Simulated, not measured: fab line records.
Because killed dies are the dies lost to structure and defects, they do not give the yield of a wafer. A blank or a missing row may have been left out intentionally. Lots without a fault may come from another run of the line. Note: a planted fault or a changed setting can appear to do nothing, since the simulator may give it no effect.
Split-lot experiment ; flow rit_cmos ; 23 wafers read from 5 lots, route of 202 steps

## THE SPLIT ITSELF
At RIT_FOX1_OXIDATION_00 (target thk 350.7 nm, ox time 1130 s), the setting ox_time_s was moved away from the recipe's 1130 s on 15 of the 23 wafers read, by -13.0% to -6.2%. This setting was run at the recipe's value on the other wafers.

No step appears in the file between the split and the reading.

## THE READING
FOX1_OXIDE_THK (nm), taken at RIT_FOX1_THK_MEAS_01. A value of 346 nm with a standard deviation of 4.2 nm is what fault-free wafers of this fab line usually give.

wafer;tool, chamber at the split;ox_time_s as run, s;against the recipe;FOX1_OXIDE_THK, nm;against lot-mates on the recipe
L074.1;-, -;1060;-6.2%;326;no lot-mate on the recipe
L074.2;-, -;1060;-6.2%;330;no lot-mate on the recipe
L074.3;-, -;1060;-6.2%;331;no lot-mate on the recipe
L074.4;-, -;1060;-6.2%;327;no lot-mate on the recipe
L074.5;-, -;1060;-6.2%;329;no lot-mate on the recipe
L077.2;-, -;1044;-7.6%;327;no lot-mate on the recipe
L077.3;-, -;1044;-7.6%;326;no lot-mate on the recipe
L077.4;-, -;1044;-7.6%;333;no lot-mate on the recipe
L077.5;-, -;1044;-7.6%;329;no lot-mate on the recipe
L077.6;-, -;1044;-7.6%;328;no lot-mate on the recipe
L078.1;-, -;1130;recipe;347;-
L078.3;-, -;1130;recipe;354;-
L078.4;-, -;1130;recipe;347;-
L078.5;-, -;1130;recipe;346;-
L078.6;-, -;1130;recipe;349;-
L082.1;-, -;983.3;-13.0%;317;no lot-mate on the recipe
L082.3;-, -;983.3;-13.0%;309;no lot-mate on the recipe
L082.4;-, -;983.3;-13.0%;316;no lot-mate on the recipe
L082.5;-, -;983.3;-13.0%;321;no lot-mate on the recipe
L082.6;-, -;983.3;-13.0%;319;no lot-mate on the recipe
L085.2;furnace-01, 0;1130;recipe;344;-
L085.5;furnace-01, 0;1130;recipe;350;-
L085.6;furnace-01, 0;1130;recipe;338;-

THE FIT
A straight line over all 23 wafers: FOX1_OXIDE_THK changes by +2.37 nm for each +1% of ox_time_s; r = +0.95; the points scatter about the line by 4 nm.
Too few moved wafers have a lot-mate on the recipe to fit a line with each lot's own level taken away.

## THE WHOLE CHAIN: every reading that the file lists as answering this split, in the file's order
step;what it does;reading;change (the file's fit);r (the file's)
RIT_FOX1_OXIDATION_00;target thk 350.7 nm, ox time 1130 s;SiO2_of_FOX1_OXIDATION_00.thk_nm (the simulator's own value, which no gauge read);+2.37 nm for each +1% of the setting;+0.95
RIT_FOX1_THK_MEAS_01;;FOX1_OXIDE_THK;+2.37 for each +1% of the setting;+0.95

## FILE'S OWN FIT
FOX1_OXIDE_THK changes by +2.37 nm for each +1% of ox_time_s, r = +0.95.
